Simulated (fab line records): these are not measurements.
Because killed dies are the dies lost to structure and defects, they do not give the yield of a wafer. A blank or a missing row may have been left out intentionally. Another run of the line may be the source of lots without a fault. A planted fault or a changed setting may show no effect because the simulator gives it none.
The tool behind it: which one? | flow berkeley_cmos170 | Sampling: 14 lots, 42 wafers, 4 of 331 route steps

## WHAT THE GAUGES READ, wafer by wafer
UCB170_NVT_TW_MEAS_09.
lot  | measured     | on            | NVT_TW
L214 | day 5 11:29  | film_metro-01 | 523.1 527.7 521.9
L217 | day 5 21:02  | film_metro-03 | 525.6 525.4 526.0
L216 | day 5 21:19  | film_metro-01 | 524.7 524.3 521.9
L218 | day 6 09:50  | film_metro-02 | 527.4 526.5 528.5
L219 | day 6 10:07  | film_metro-03 | 526.2 526.2 524.2
L220 | day 7 03:16  | film_metro-03 | 529.6 529.1 525.3
L222 | day 7 08:08  | film_metro-02 | 521.7 524.5 524.5
L223 | day 7 08:22  | film_metro-03 | 526.5 526.8 524.3
L224 | day 7 22:25  | film_metro-02 | 524.1 522.2 523.9
L226 | day 8 03:27  | film_metro-01 | 521.1 521.0 522.4
L232 | day 9 18:26  | film_metro-03 | 468.7 472.7 468.6 467.9 471.4 467.7
L234 | day 9 23:57  | film_metro-02 | 527.0 525.8 523.2
L233 | day 10 00:05 | film_metro-03 | 469.7 471.0 469.9 471.4 470.8 471.7
L237 | day 10 07:16 | film_metro-03 | 525.8 524.9 526.7

UCB170_GATE_OVL_MEAS_13.
lot  | measured     | on         | GATE_OVL (nm)
L214 | day 5 23:45  | overlay-02 | 3 8 3
L217 | day 6 12:43  | overlay-01 | -12 -9 -6
L216 | day 6 13:01  | overlay-01 | -4 -2 -1
L218 | day 7 03:01  | overlay-01 | -6 -7 -4
L219 | day 7 03:17  | overlay-01 | -7 -11 -9
L220 | day 7 17:52  | overlay-01 | 7 2 -2
L222 | day 8 02:38  | overlay-01 | -5 -5 -8
L223 | day 8 02:32  | overlay-02 | -2 2 8
L224 | day 8 16:40  | overlay-02 | -5 -7 -3
L226 | day 8 21:01  | overlay-02 | 1 8 1
L232 | day 10 12:16 | overlay-02 | -8 -3 -2
L234 | day 10 09:04 | overlay-02 | -5 1 -6
L233 | day 10 12:43 | overlay-02 | 8 -6 0
L237 | day 10 18:58 | overlay-02 | -3 2 -2

UCB170_NLDD_CD_MEAS_06 targets a cd of 1200 nm.
lot  | measured     | on        | cd_nm (nm)
L214 | day 6 03:28  | cd_sem-01 | 1200.6 1200.7 1200.8
L217 | day 6 17:08  | cd_sem-01 | 1200.9 1201.3 1199.6
L216 | day 6 17:28  | cd_sem-01 | 1199.4 1199.3 1199.5
L218 | day 7 06:31  | cd_sem-01 | 1200.1 1198.8 1199.8
L219 | day 7 07:40  | cd_sem-02 | 1202.2 1200.2 1201.3
L220 | day 7 21:13  | cd_sem-02 | 1197.9 1199.8 1198.2
L222 | day 8 06:46  | cd_sem-02 | 1201.8 1200.5 1200.4
L223 | day 8 06:07  | cd_sem-02 | 1202.7 1204.7 1202.9
L224 | day 8 23:29  | cd_sem-02 | 1200.4 1201.3 1201.1
L226 | day 9 01:58  | cd_sem-02 | 1201.2 1201.7 1200.9
L232 | day 10 16:10 | cd_sem-02 | 1200.6 1201.7 1200.8
L234 | day 10 13:50 | cd_sem-01 | 1198.8 1199.2 1198.1
L233 | day 10 16:50 | cd_sem-01 | 1199.1 1197.8 1198.3
L237 | day 10 22:21 | cd_sem-02 | 1201.6 1200.8 1200.2

## WHICH TOOL RAN EACH LOT (tool, then ch and the chambers of the sampled wafers, then the start)
lot  | UCB170_NVT_IMPLANT_07
L214 | implanter-03 ch 0, day 5 11:14
L217 | implanter-03 ch 0, day 5 20:47
L216 | implanter-01 ch 0, day 5 21:07
L218 | implanter-03 ch 0, day 6 09:37
L219 | implanter-04 ch 0, day 6 09:52
L220 | implanter-03 ch 0, day 7 03:01
L222 | implanter-01 ch 0, day 7 07:53
L223 | implanter-04 ch 0, day 7 08:07
L224 | implanter-01 ch 0, day 7 22:11
L226 | implanter-03 ch 0, day 8 03:13
L232 | implanter-04 ch 0, day 9 18:11
L234 | implanter-03 ch 0, day 9 23:43
L233 | implanter-04 ch 0, day 9 23:53
L237 | implanter-03 ch 0, day 10 07:01
- UCB170_NVT_IMPLANT_07

## WHAT THE TOOLS THEMSELVES READ (means of the sampled wafers that have a number; where no wafer has one, the mark that the record gives instead)
UCB170_NVT_IMPLANT_07.
lot  | tool         | beam_energy_keV | tilt_deg (degrees)
L214 | implanter-03 | 50.005          | 7.008
L217 | implanter-03 | 50.003          | 7.000
L216 | implanter-01 | 50.011          | 7.000
L218 | implanter-03 | 50.016          | 7.013
L219 | implanter-04 | 49.985          | 6.990
L220 | implanter-03 | 49.982          | 7.042
L222 | implanter-01 | 50.005          | 7.019
L223 | implanter-04 | 49.987          | 6.966
L224 | implanter-01 | 50.002          | 6.999
L226 | implanter-03 | 49.996          | 7.024
L232 | implanter-04 | 32.513          | 6.982
L234 | implanter-03 | 50.004          | 6.996
L233 | implanter-04 | 32.498          | 6.978
L237 | implanter-03 | 50.006          | 6.992

## THE ANSWER, worked out from the rows above alone
Rule: what is usual is taken from the lots themselves. The widest of any qualifying gaps counts: lots, ordered by their means at a reading, are off when they make up no more than a third of the lots, leave a main group of 4 or more, and stand apart from it by 3 or more times the standard deviation of that group's means. A main group is skipped when, at the precision printed for the reading in the tables above, its means are all equal. Also off: a lot with no number at a reading for which 4 or more lots have one. Any other lot the step has rows for is counted as sound. First the gauges in route order, then the tools' own readings, where a lot's mean is used as printed above. The first step at which some lot is off is used, and at that step the reading that is off furthest; a lot without a number counts as furthest.
Off: L232, L233, at UCB170_NVT_TW_MEAS_09 (NVT_TW). Main group: mean 525.0, sd 1.7.
If a tool, at a process step before that reading, ran all the lots that are off and no sound lot after the first of them, it fits. The gauges at UCB170_NVT_TW_MEAS_09 aren't tried: what is off there is off at UCB170_NVT_IMPLANT_07 too, on other tools, and a gauge's error can't cause that. One candidate fits, namely implanter-04 at UCB170_NVT_IMPLANT_07. A fault onset in the window from L223 (day 7 08:07, its last sound lot) to L232 (day 9 18:11, its first lot off) fits.
On the lots that are off, the tool's own readings at UCB170_NVT_IMPLANT_07 differ by more than 5 times the standard deviation of the sound lots' means, which bears it out; beam_energy_keV reads 32.505 there versus 50.000 on the sound lots.

## WHAT WAS PUT IN BY THE SIMULATOR
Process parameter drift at UCB170_NVT_IMPLANT_07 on implanter-04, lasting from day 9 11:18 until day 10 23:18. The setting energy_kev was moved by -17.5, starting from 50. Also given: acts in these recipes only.
Lots struck among those shown: L232, L233. The same result came from the rule above.
